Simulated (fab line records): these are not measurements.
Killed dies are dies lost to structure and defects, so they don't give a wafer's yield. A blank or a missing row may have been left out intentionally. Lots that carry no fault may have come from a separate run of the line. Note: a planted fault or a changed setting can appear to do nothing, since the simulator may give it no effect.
fab line records :: flow ritCmos
[record]
  lots = 6
  wafers = 18
  lastDay = 6
route steps=202 shown PWELL@45 WELLDRIVE@50 NWELL@51 NRETRO@53
lots untouched by any fault: they come from a run of this same line in which no faults occurred
startH: hours from the record's first day to the start of the lot's first wafer shown :: waitH: how many hours have passed since the lot's step before this one :: " repeats the value in the row above :: L1.1+2: a single row standing in for several wafers :: - no value, or no start given :: * or withheld: withheld :: < > ~ a bound
route shown NAME@n: names a module that has steps shown in the file, with the first one's number in the route :: usual: mean/standard deviation taken from wafers without a fault :: same: alike in all rows :: chamber/n: place in a boat :: sites: each site's reading :: _std_site: how widely they spread, as a standard deviation :: _edge_site: mean of outer sites minus mean of inner sites :: radiusMm: how far each site lies from the wafer's centre :: mask NAME#n: copy n :: behind: the tool/chamber that last shaped the wafer :: hold: why the lot was held/for how many hours/how that ended :: device: the transistor (n, p or np) that didn't switch :: end of line: at the end of the route, the tests of the same wafers :: a step given without rows: its recipe and nothing more :: killed: at the first sort, the dies lost to defects and structure; wafer yield is something else :: map: the dies of a wafer, with x for killed, . for not killed, _ for no die there
set.NAME: the setting the step ran with; set.NAME@STEP: the setting that earlier step ran with :: model.NAME: the simulator's own value behind a step, which no gauge read
lots at some steps of the route; a table a step, a row a wafer
services: from which hour (startH, from the record's first day; less than 0 if before it) a tool's chamber was out of use, for how many hours, and why
[[steps]]
[step RIT_PWELL_OVL_MEAS_06]
[usual]
  PWELL_OVL = -1.6/1.3
lot.wafer: L912.1
tool: overlay-01
chamber: -
startH: 32.62
waitH: -
PWELL_OVL[nm]: -0.9

lot.wafer: L912.3
tool: overlay-01
chamber: -
startH: 32.62
waitH: -
PWELL_OVL[nm]: -0.8

lot.wafer: L912.5
tool: overlay-01
chamber: -
startH: 32.62
waitH: -
PWELL_OVL[nm]: -0.2

lot.wafer: L915.3
tool: overlay-01
chamber: -
startH: 50.49
waitH: -
PWELL_OVL[nm]: -1.3

lot.wafer: L915.4
tool: overlay-01
chamber: -
startH: 50.49
waitH: -
PWELL_OVL[nm]: -2.7

lot.wafer: L915.5
tool: overlay-01
chamber: -
startH: 50.49
waitH: -
PWELL_OVL[nm]: -1.3

lot.wafer: L916.1
tool: overlay-01
chamber: -
startH: 52.64
waitH: -
PWELL_OVL[nm]: -2.3

lot.wafer: L916.4
tool: overlay-01
chamber: -
startH: 52.64
waitH: -
PWELL_OVL[nm]: -0.4

lot.wafer: L916.5
tool: overlay-01
chamber: -
startH: 52.64
waitH: -
PWELL_OVL[nm]: -0.7

lot.wafer: L925.3
tool: overlay-02
chamber: -
startH: 94.81
waitH: -
PWELL_OVL[nm]: -2.1

lot.wafer: L925.4
tool: overlay-02
chamber: -
startH: 94.81
waitH: -
PWELL_OVL[nm]: -2.3

lot.wafer: L925.5
tool: overlay-02
chamber: -
startH: 94.81
waitH: -
PWELL_OVL[nm]: -2.6

lot.wafer: L926.4
tool: overlay-02
chamber: -
startH: 98.56
waitH: -
PWELL_OVL[nm]: -3.5

lot.wafer: L926.5
tool: overlay-02
chamber: -
startH: 98.56
waitH: -
PWELL_OVL[nm]: -0.7

lot.wafer: L926.6
tool: overlay-02
chamber: -
startH: 98.56
waitH: -
PWELL_OVL[nm]: -2.4

lot.wafer: L928.1
tool: overlay-01
chamber: -
startH: 109.16
waitH: -
PWELL_OVL[nm]: -3.3

lot.wafer: L928.3
tool: overlay-01
chamber: -
startH: 109.16
waitH: -
PWELL_OVL[nm]: -1.7

lot.wafer: L928.4
tool: overlay-01
chamber: -
startH: 109.16
waitH: -
PWELL_OVL[nm]: 0.0
[step RIT_PWELL_HARDBAKE_07]
[recipe]
  resist = NOVOLAK
  tempC = 140
  timeS = 120
[step RIT_PWELL_IMPLANT_08]
[recipe]
  species = B
  energyKev = 170
  doseCm2 = 7e+13
  tiltDeg = 7
[step RIT_PWELL_STRIP_09]
[recipe]
  chemistry = O2
  timeS = 180
  resist = NOVOLAK
  platenTempC = withheld
  powerW = 500
  pressureMtorr = 4000
  o2FlowSccm = 4000
[usual]
  drypumpMotorCurrentA = 5.95/0.25
lot.wafer: L912.1
tool: plasmaAsher-03
chamber: 0
startH: 33.06
waitH: 0.1
drypumpMotorCurrentA: 6.00
rfHoursCounterH: 38

lot.wafer: L912.3
tool: plasmaAsher-03
chamber: 1
startH: 33.06
waitH: 0.1
drypumpMotorCurrentA: 5.93
rfHoursCounterH: -

lot.wafer: L912.5
tool: plasmaAsher-03
chamber: 1
startH: 33.06
waitH: 0.1
drypumpMotorCurrentA: 5.92
rfHoursCounterH: -

lot.wafer: L915.3
tool: plasmaAsher-02
chamber: 0
startH: 50.98
waitH: 0.1
drypumpMotorCurrentA: 5.50
rfHoursCounterH: -

lot.wafer: L915.4
tool: plasmaAsher-02
chamber: 1
startH: 50.98
waitH: 0.1
drypumpMotorCurrentA: 5.62
rfHoursCounterH: -

lot.wafer: L915.5
tool: plasmaAsher-02
chamber: 1
startH: 50.98
waitH: 0.1
drypumpMotorCurrentA: 5.61
rfHoursCounterH: -

lot.wafer: L916.1
tool: plasmaAsher-03
chamber: 1
startH: 53.07
waitH: 0.1
drypumpMotorCurrentA: 5.93
rfHoursCounterH: 41

lot.wafer: L916.4
tool: plasmaAsher-03
chamber: 0
startH: 53.07
waitH: 0.1
drypumpMotorCurrentA: 6.04
rfHoursCounterH: -

lot.wafer: L916.5
tool: plasmaAsher-03
chamber: 1
startH: 53.07
waitH: 0.1
drypumpMotorCurrentA: 5.93
rfHoursCounterH: -

lot.wafer: L925.3
tool: plasmaAsher-03
chamber: 0
startH: 95.29
waitH: 0.1
drypumpMotorCurrentA: 6.02
rfHoursCounterH: -

lot.wafer: L925.4
tool: plasmaAsher-03
chamber: 1
startH: 95.29
waitH: 0.1
drypumpMotorCurrentA: 5.92
rfHoursCounterH: -

lot.wafer: L925.5
tool: plasmaAsher-03
chamber: 1
startH: 95.29
waitH: 0.1
drypumpMotorCurrentA: 5.92
rfHoursCounterH: -

lot.wafer: L926.4
tool: plasmaAsher-04
chamber: 0
startH: 99.04
waitH: 0.1
drypumpMotorCurrentA: 6.14
rfHoursCounterH: -

lot.wafer: L926.5
tool: plasmaAsher-04
chamber: 1
startH: 99.04
waitH: 0.1
drypumpMotorCurrentA: 6.28
rfHoursCounterH: -

lot.wafer: L926.6
tool: plasmaAsher-04
chamber: 0
startH: 99.04
waitH: 0.1
drypumpMotorCurrentA: 6.15
rfHoursCounterH: -

lot.wafer: L928.1
tool: plasmaAsher-02
chamber: 0
startH: 109.59
waitH: 0.1
drypumpMotorCurrentA: 5.51
rfHoursCounterH: 48

lot.wafer: L928.3
tool: plasmaAsher-02
chamber: 0
startH: 109.59
waitH: 0.1
drypumpMotorCurrentA: 5.51
rfHoursCounterH: -

lot.wafer: L928.4
tool: plasmaAsher-02
chamber: 1
startH: 109.59
waitH: 0.1
drypumpMotorCurrentA: 5.63
rfHoursCounterH: -
[step RIT_PWELL_TW_MEAS_10]
[usual]
  PWELL_TW = 953/7.2
lot.wafer: L912.1
tool: filmMetro-02
chamber: -
startH: 33.24
waitH: 0.1
PWELL_TW: 955

lot.wafer: L912.3
tool: filmMetro-02
chamber: -
startH: 33.24
waitH: 0.1
PWELL_TW: 950

lot.wafer: L912.5
tool: filmMetro-02
chamber: -
startH: 33.24
waitH: 0.1
PWELL_TW: 950

lot.wafer: L915.3
tool: filmMetro-02
chamber: -
startH: 51.11
waitH: 0.1
PWELL_TW: 954

lot.wafer: L915.4
tool: filmMetro-02
chamber: -
startH: 51.11
waitH: 0.1
PWELL_TW: 953

lot.wafer: L915.5
tool: filmMetro-02
chamber: -
startH: 51.11
waitH: 0.1
PWELL_TW: 955

lot.wafer: L916.1
tool: filmMetro-04
chamber: -
startH: 53.25
waitH: 0.1
PWELL_TW: 939

lot.wafer: L916.4
tool: filmMetro-04
chamber: -
startH: 53.25
waitH: 0.1
PWELL_TW: 936

lot.wafer: L916.5
tool: filmMetro-04
chamber: -
startH: 53.25
waitH: 0.1
PWELL_TW: 942

lot.wafer: L925.3
tool: filmMetro-02
chamber: -
startH: 95.42
waitH: 0.1
PWELL_TW: 955

lot.wafer: L925.4
tool: filmMetro-02
chamber: -
startH: 95.42
waitH: 0.1
PWELL_TW: 951

lot.wafer: L925.5
tool: filmMetro-02
chamber: -
startH: 95.42
waitH: 0.1
PWELL_TW: 945

lot.wafer: L926.4
tool: filmMetro-04
chamber: -
startH: 99.18
waitH: 0.1
PWELL_TW: 937

lot.wafer: L926.5
tool: filmMetro-04
chamber: -
startH: 99.18
waitH: 0.1
PWELL_TW: 937

lot.wafer: L926.6
tool: filmMetro-04
chamber: -
startH: 99.18
waitH: 0.1
PWELL_TW: 936

lot.wafer: L928.1
tool: filmMetro-02
chamber: -
startH: 109.77
waitH: 0.1
PWELL_TW: 964

lot.wafer: L928.3
tool: filmMetro-02
chamber: -
startH: 109.77
waitH: 0.1
PWELL_TW: 965

lot.wafer: L928.4
tool: filmMetro-02
chamber: -
startH: 109.77
waitH: 0.1
PWELL_TW: 960
[step RIT_WELLDRIVE_ANNEAL_00]
[recipe]
  tempC = 1100
  timeS = 14700
  ambient = N2
[step RIT_WELLDRIVE_RS_MEAS_01]
[recipe]
  thkMeasGauge = four-point-probe
[usual]
  NWELL_RS = 275.9/0.72
lot.wafer: L912.1
tool: filmMetro-03
chamber: -
startH: 39.63
waitH: 0.0
NWELL_RS[ohm/sq]: 275.3

lot.wafer: L912.3
tool: filmMetro-03
chamber: -
startH: 39.63
waitH: 0.0
NWELL_RS[ohm/sq]: 275.9

lot.wafer: L912.5
tool: filmMetro-03
chamber: -
startH: 39.63
waitH: 0.0
NWELL_RS[ohm/sq]: 275.7

lot.wafer: L915.3
tool: filmMetro-03
chamber: -
startH: 56.80
waitH: 0.0
NWELL_RS[ohm/sq]: 274.2

lot.wafer: L915.4
tool: filmMetro-03
chamber: -
startH: 56.80
waitH: 0.0
NWELL_RS[ohm/sq]: 274.8

lot.wafer: L915.5
tool: filmMetro-03
chamber: -
startH: 56.80
waitH: 0.0
NWELL_RS[ohm/sq]: 273.8

lot.wafer: L916.1
tool: filmMetro-03
chamber: -
startH: 59.26
waitH: 0.0
NWELL_RS[ohm/sq]: 275.2

lot.wafer: L916.4
tool: filmMetro-03
chamber: -
startH: 59.26
waitH: 0.0
NWELL_RS[ohm/sq]: 276.2

lot.wafer: L916.5
tool: filmMetro-03
chamber: -
startH: 59.26
waitH: 0.0
NWELL_RS[ohm/sq]: 275.9

lot.wafer: L925.3
tool: filmMetro-02
chamber: -
startH: 100.59
waitH: 0.0
NWELL_RS[ohm/sq]: 275.5

lot.wafer: L925.4
tool: filmMetro-02
chamber: -
startH: 100.59
waitH: 0.0
NWELL_RS[ohm/sq]: 276.2

lot.wafer: L925.5
tool: filmMetro-02
chamber: -
startH: 100.59
waitH: 0.0
NWELL_RS[ohm/sq]: 274.6

lot.wafer: L926.4
tool: filmMetro-02
chamber: -
startH: 105.00
waitH: 0.1
NWELL_RS[ohm/sq]: 276.3

lot.wafer: L926.5
tool: filmMetro-02
chamber: -
startH: 105.00
waitH: 0.1
NWELL_RS[ohm/sq]: 275.5

lot.wafer: L926.6
tool: filmMetro-02
chamber: -
startH: 105.00
waitH: 0.1
NWELL_RS[ohm/sq]: 276.1

lot.wafer: L928.1
tool: filmMetro-03
chamber: -
startH: 115.10
waitH: 0.0
NWELL_RS[ohm/sq]: 274.9

lot.wafer: L928.3
tool: filmMetro-03
chamber: -
startH: 115.10
waitH: 0.0
NWELL_RS[ohm/sq]: 275.6

lot.wafer: L928.4
tool: filmMetro-03
chamber: -
startH: 115.10
waitH: 0.0
NWELL_RS[ohm/sq]: 275.2
[step RIT_WELLDRIVE_RS_MEAS_02]
[recipe]
  thkMeasGauge = four-point-probe
[usual]
  PWELL_RS = 429.9/1.4
lot.wafer: L912.1
tool: filmMetro-03
chamber: -
startH: 39.75
waitH: 0.1
PWELL_RS[ohm/sq]: 429.3

lot.wafer: L912.3
tool: filmMetro-03
chamber: -
startH: 39.75
waitH: 0.1
PWELL_RS[ohm/sq]: 431.2

lot.wafer: L912.5
tool: filmMetro-03
chamber: -
startH: 39.75
waitH: 0.1
PWELL_RS[ohm/sq]: 430.5

lot.wafer: L915.3
tool: filmMetro-03
chamber: -
startH: 56.92
waitH: 0.1
PWELL_RS[ohm/sq]: 429.3

lot.wafer: L915.4
tool: filmMetro-03
chamber: -
startH: 56.92
waitH: 0.1
PWELL_RS[ohm/sq]: 430.4

lot.wafer: L915.5
tool: filmMetro-03
chamber: -
startH: 56.92
waitH: 0.1
PWELL_RS[ohm/sq]: 428.0

lot.wafer: L916.1
tool: filmMetro-03
chamber: -
startH: 59.38
waitH: 0.1
PWELL_RS[ohm/sq]: 427.4

lot.wafer: L916.4
tool: filmMetro-03
chamber: -
startH: 59.38
waitH: 0.1
PWELL_RS[ohm/sq]: 430.0

lot.wafer: L916.5
tool: filmMetro-03
chamber: -
startH: 59.38
waitH: 0.1
PWELL_RS[ohm/sq]: 428.9

lot.wafer: L925.3
tool: filmMetro-02
chamber: -
startH: 100.71
waitH: 0.1
PWELL_RS[ohm/sq]: 429.3

lot.wafer: L925.4
tool: filmMetro-02
chamber: -
startH: 100.71
waitH: 0.1
PWELL_RS[ohm/sq]: 428.1

lot.wafer: L925.5
tool: filmMetro-02
chamber: -
startH: 100.71
waitH: 0.1
PWELL_RS[ohm/sq]: 428.0

lot.wafer: L926.4
tool: filmMetro-02
chamber: -
startH: 105.12
waitH: 0.1
PWELL_RS[ohm/sq]: 431.4

lot.wafer: L926.5
tool: filmMetro-02
chamber: -
startH: 105.12
waitH: 0.1
PWELL_RS[ohm/sq]: 431.5

lot.wafer: L926.6
tool: filmMetro-02
chamber: -
startH: 105.12
waitH: 0.1
PWELL_RS[ohm/sq]: 431.6

lot.wafer: L928.1
tool: filmMetro-03
chamber: -
startH: 115.22
waitH: 0.1
PWELL_RS[ohm/sq]: 427.4

lot.wafer: L928.3
tool: filmMetro-03
chamber: -
startH: 115.22
waitH: 0.1
PWELL_RS[ohm/sq]: 427.9

lot.wafer: L928.4
tool: filmMetro-03
chamber: -
startH: 115.22
waitH: 0.1
PWELL_RS[ohm/sq]: 428.4
[step RIT_NRETRO_HMDS_00]
[recipe]
  primeTimeS = 60
  primeTempC = 140
[step RIT_NRETRO_COAT_01]
[recipe]
  resist = NOVOLAK
  spinRpm = 2000
  resistThkNm = 1300
[step RIT_NRETRO_SOFTBAKE_02]
[recipe]
  resist = NOVOLAK
  tempC = 90
  timeS = 60
[step RIT_NRETRO_EXPOSE_03]
[recipe]
  maskId = M4
  na = 0.57
  targetCdNm = 43900
  doseMj = 250
[step RIT_NRETRO_PEB_04]
[recipe]
  resist = NOVOLAK
  tempC = withheld
  timeS = withheld
[usual]
  chillPlateTempC = *
  exhaustPa = 45.0/0.93
lot.wafer: L912.1
tool: lithoTrack-01
chamber: 0
startH: 40.45
waitH: 0.1
chillPlateTempC: *
exhaustPa: 44.4

lot.wafer: L912.3
tool: lithoTrack-01
chamber: 0
startH: 40.45
waitH: 0.1
chillPlateTempC: *
exhaustPa: 44.0

lot.wafer: L912.5
tool: lithoTrack-01
chamber: 0
startH: 40.45
waitH: 0.1
chillPlateTempC: *
exhaustPa: 44.0

lot.wafer: L915.3
tool: lithoTrack-01
chamber: -
startH: 57.74
waitH: 0.1
chillPlateTempC: -
exhaustPa: -

lot.wafer: L915.4
tool: lithoTrack-01
chamber: -
startH: 57.74
waitH: 0.1
chillPlateTempC: -
exhaustPa: -

lot.wafer: L915.5
tool: lithoTrack-01
chamber: -
startH: 57.74
waitH: 0.1
chillPlateTempC: -
exhaustPa: -

lot.wafer: L916.1
tool: lithoTrack-04
chamber: -
startH: 60.19
waitH: 0.1
chillPlateTempC: -
exhaustPa: -

lot.wafer: L916.4
tool: lithoTrack-04
chamber: -
startH: 60.19
waitH: 0.1
chillPlateTempC: -
exhaustPa: -

lot.wafer: L916.5
tool: lithoTrack-04
chamber: -
startH: 60.19
waitH: 0.1
chillPlateTempC: -
exhaustPa: -

lot.wafer: L925.3
tool: lithoTrack-01
chamber: 0
startH: 101.53
waitH: 0.1
chillPlateTempC: *
exhaustPa: 45.2

lot.wafer: L925.4
tool: lithoTrack-01
chamber: 0
startH: 101.53
waitH: 0.1
chillPlateTempC: *
exhaustPa: 45.4

lot.wafer: L925.5
tool: lithoTrack-01
chamber: 0
startH: 101.53
waitH: 0.1
chillPlateTempC: *
exhaustPa: 46.4

lot.wafer: L926.4
tool: lithoTrack-03
chamber: 0
startH: 106.05
waitH: 0.1
chillPlateTempC: *
exhaustPa: 44.4

lot.wafer: L926.5
tool: lithoTrack-03
chamber: 0
startH: 106.05
waitH: 0.1
chillPlateTempC: *
exhaustPa: 44.8

lot.wafer: L926.6
tool: lithoTrack-03
chamber: 0
startH: 106.05
waitH: 0.1
chillPlateTempC: *
exhaustPa: 45.2

lot.wafer: L928.1
tool: lithoTrack-01
chamber: 0
startH: 115.91
waitH: 0.1
chillPlateTempC: *
exhaustPa: 45.0

lot.wafer: L928.3
tool: lithoTrack-01
chamber: 0
startH: 115.91
waitH: 0.1
chillPlateTempC: *
exhaustPa: 45.2

lot.wafer: L928.4
tool: lithoTrack-01
chamber: 0
startH: 115.91
waitH: 0.1
chillPlateTempC: *
exhaustPa: 46.1
[step RIT_NRETRO_DEVELOP_05]
[recipe]
  resist = NOVOLAK
  developTimeS = 68
  devTempC = 23
[[services]]
tool: plasmaAsher-04
chamber: -
startH: 12.91
hours: 14.6
kind: pm

tool: plasmaAsher-03
chamber: -
startH: 76.25
hours: 2.9
kind: repair

tool: plasmaAsher-04
chamber: -
startH: 78.88
hours: 2.8
kind: pm

tool: plasmaAsher-03
chamber: -
startH: 108.75
hours: 9.0
kind: pm

tool: plasmaAsher-03
chamber: 0
startH: 108.75
hours: 9.0
kind: ventCycle

tool: plasmaAsher-03
chamber: 1
startH: 108.75
hours: 9.0
kind: ventCycle
[[key]]
[firstSign]
  step = RIT_NRETRO_PEB_04
  reading = toolRecord
  direction = missing
effect none on later readings
metAt RIT_NRETRO_PEB_04
struckWafers L915.3,L915.4,L915.5,L916.1,L916.4,L916.5
sortLeftOut L915.3,L915.4,L915.5,L916.1,L916.4,L916.5
testerLeftOut L915,L916
onsetBetween 40.45 57.74
[fault]
  kind = skippedStepWhole
  tool = lithoTrack-01,lithoTrack-04
  chamber = -
  onsetH = 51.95
  steps = RIT_NRETRO_PEB_04
  scope = struckLotsOnly
// testerLeftOut: of these lots the tester's yield and bins aren't shown, on N5 and GAA mostly nor the transistor test; their killed dies are dies lost to structure and defects alone, not to doping, threshold or leakage, so they don't give the yield
// sortLeftOut: the simulated sort isn't trusted on such a fault, so these wafers' sort isn't shown, and their yield isn't known
